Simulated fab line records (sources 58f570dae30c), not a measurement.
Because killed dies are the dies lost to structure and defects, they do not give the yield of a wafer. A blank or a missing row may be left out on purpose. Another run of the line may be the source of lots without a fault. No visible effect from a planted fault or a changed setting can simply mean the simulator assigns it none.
Struck lot and sound lot, side by side	flow berkeley_cmos170	14 out of 331 route steps
Sound: the wafers L172.4, L172.5, L172.6. The struck wafers were L164.1, L164.3, L164.6. The cause is given at the end.
Per side, at each step with rows, come the tool, then ch with its chambers, and then its first start. Under that, the readings that differ: sound wafers	struck wafers	difference of the means	sigmas: that difference in standard deviations of wafers without a fault.
alike: a reading whose means differ by less than 2 such deviations, as well as words and numbers matching on both sides. not compared: withheld readings; readings where some wafer has no value; bounds like >300 that might hide an equal value; numbers whose values overlap and for which the record gives no deviation.
The two part at a step that has a row with sigmas, a row that says differs or no value, or rows on one side only. Numbers that don't overlap but have no deviation are shown without sigmas and don't part them. A reading that every wafer of one side lacks parts them only if that side has two wafers or more.

first, 1 step without rows for these wafers: UCB170_ACTIVE_DEVELOP_12 (develop time 45 s).
UCB170_ACTIVE_CD_MEAS_13: target cd 1200 nm.
  sound on cd_sem-02 at day 8 13:39; struck on cd_sem-01 at day 6 04:49
  alike: cd_nm
UCB170_ACTIVE_OVL_MEAS_14:
  sound on overlay-01 at day 8 13:43; struck on overlay-01 at day 6 04:56
  alike: ACTIVE_OVL
UCB170_ACTIVE_ETCH_15: etches Si3N4 in CH3F/Ar/O2, stops on SiO2, target depth 242 nm, time 151 s.
  sound on rie_diel-04 ch 0,3, day 8 13:44; struck on rie_diel-02 ch 0,1,2, day 6 04:58
reading	sound	struck	difference	sigmas
drypump_motor_current_A (A)	6.5 6.4 6.0	5.2 5.4 4.9	-1.1	-3
  alike: oes_product_au, throttle_valve_pct
  not compared: rf_hours_counter_h
UCB170_ACTIVE_STRIP_16: strips in O2.
  sound on plasma_asher-01 ch 0,1, day 8 13:53; struck on plasma_asher-03 ch 0,1, day 6 05:04
  alike: drypump_motor_current_A, oes_product_au, strip_time_to_endpoint_s
  not compared: rf_hours_counter_h
UCB170_ACTIVE_CD_MEAS_90: target cd 1200 nm.
  sound on cd_sem-02 at day 8 14:00; struck on cd_sem-01 at day 6 05:10
  alike: cd_nm
then, 6 steps without rows for these wafers: UCB170_ACTIVE_CLEAN_17 (cleans in SPM, time 600 s); UCB170_PFIELD_HMDS_00 (prime time 60 s); UCB170_PFIELD_COAT_01 (resist thk 900 nm); UCB170_PFIELD_SOFTBAKE_02 (time 60 s); UCB170_PFIELD_EXPOSE_03 (exposes mask PFIELD, target cd 1500 nm); UCB170_PFIELD_PEB_04.
UCB170_PFIELD_DEVELOP_05: develop time 45 s.
  sound on litho_track-01 ch 0, day 8 16:00; struck on litho_track-04, day 6 06:00
  no value came back on the struck wafers for chill_plate_temp_C (C), develop_time_s (s); on the sound wafers chill_plate_temp_C (C) reads 22.90 23.01 22.99
reading	sound	struck	difference	sigmas
model.KrF_of_PFIELD_COAT_01.thk_nm (nm)	888.9 887.5 889.8	897.9 896.2 899.5	+9.1	
UCB170_PFIELD_OVL_MEAS_06:
  sound on overlay-02 at day 8 16:21; struck on overlay-02 at day 6 07:01
reading	sound	struck	difference	sigmas
PFIELD_OVL (nm)	-5 0 -4	- - -	no value on the struck wafers	

== WHERE THEY PART ==
Last at UCB170_PFIELD_OVL_MEAS_06 as far as this record goes, first at UCB170_ACTIVE_ETCH_15.

WHY: the cause the simulator had injected
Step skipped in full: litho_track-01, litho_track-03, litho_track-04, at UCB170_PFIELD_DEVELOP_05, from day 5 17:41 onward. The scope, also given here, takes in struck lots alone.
